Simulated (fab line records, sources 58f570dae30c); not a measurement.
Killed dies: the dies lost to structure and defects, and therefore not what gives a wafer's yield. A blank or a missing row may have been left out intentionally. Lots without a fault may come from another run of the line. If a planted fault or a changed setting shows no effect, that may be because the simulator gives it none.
A lot that was struck, set against a sound lot -- flow berkeley cmos170 -- 14 steps out of a route of 331
Sound: the wafers L996.1, L996.3, L996.4. The struck wafers were L117.1, L117.3, L117.4. The cause comes at the end.
Per side, at each step with rows, come the tool, then ch with its chambers, and then its first start. Under that, the readings that differ: sound wafers -- struck wafers -- difference of the means -- sigmas: that difference in standard deviations of wafers without a fault.
alike: readings with means less than 2 such deviations apart, plus words and numbers identical on both sides. not compared: withheld readings, readings lacking a value on some wafer, bounds such as >300 that could conceal the same value, and numbers that have no deviation in the record and whose values overlap.
Wherever a step has rows on one side only, a row that says differs or no value, or a row with sigmas, the two part there. Numbers that don't overlap but have no deviation are shown without sigmas and don't part them. Lack of a reading on every wafer of one side parts them only where that side has two or more wafers.

first, 3 steps without rows for these wafers: UCB170_PWELL_CLEAN_00 (cleans in SPM, time 600 s); UCB170_PWELL_CLEAN_01 (cleans in dHF, time 60 s); UCB170_PWELL_OXIDATION_02 (target thk 26.4 nm, ox time 1260 s).
UCB170_PWELL_THK_MEAS_03:
  sound: film metro-03 at day 3 05:07; struck: film metro-02 at day 7 12:26
  alike: PWELL_OXIDE_THK
then, 2 steps without rows for these wafers: UCB170_PWELL_ANNEAL_04 (time 900 s); UCB170_PWELL_CVD_05 (deposits Si3N4 from SiH2Cl2/NH3, target thk 220 nm, time 3300 s).
UCB170_PWELL_THK_MEAS_06:
  sound: film metro-02 at day 3 10:27; struck: film metro-04 at day 7 20:20
  alike: PWELL_NITRIDE_THK
then, 5 steps without rows for these wafers: UCB170_PWELL_HMDS_07 (prime time 60 s); UCB170_PWELL_COAT_08 (resist thk 900 nm); UCB170_PWELL_SOFTBAKE_09 (time 60 s); UCB170_PWELL_EXPOSE_10 (exposes mask PWELL, target cd 3000 nm); UCB170_PWELL_PEB_11.
UCB170_PWELL_DEVELOP_12: develop time 45 s.
  struck on litho track-03, day 7 21:00; sound on litho track-03 ch 0, day 3 11:00
  no value came back on the struck wafers for chill plate temp C (C), develop time s (s); on the sound wafers chill plate temp C (C) reads 23.18 23.04 22.96
reading,sound,struck,difference,sigmas
model.KrF_of_PWELL_COAT_08.thk nm (nm),883 883.7 885.1,898.8 898.3 897.2,+14.2,
UCB170_PWELL_OVL_MEAS_13:
  sound: overlay-02 at day 3 11:21; struck: overlay-01 at day 7 21:22
reading,sound,struck,difference,sigmas
PWELL_OVL (nm),-2 3 4,- - -,no value on the struck wafers,

WHERE THEY PART
First at UCB170_PWELL_DEVELOP_12; last, within this record, at UCB170_PWELL_OVL_MEAS_13.

WHY: whatever the simulator had introduced
Entire step skipped (litho track-03, UCB170_PWELL_DEVELOP_12), from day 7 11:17 onward. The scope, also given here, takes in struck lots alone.
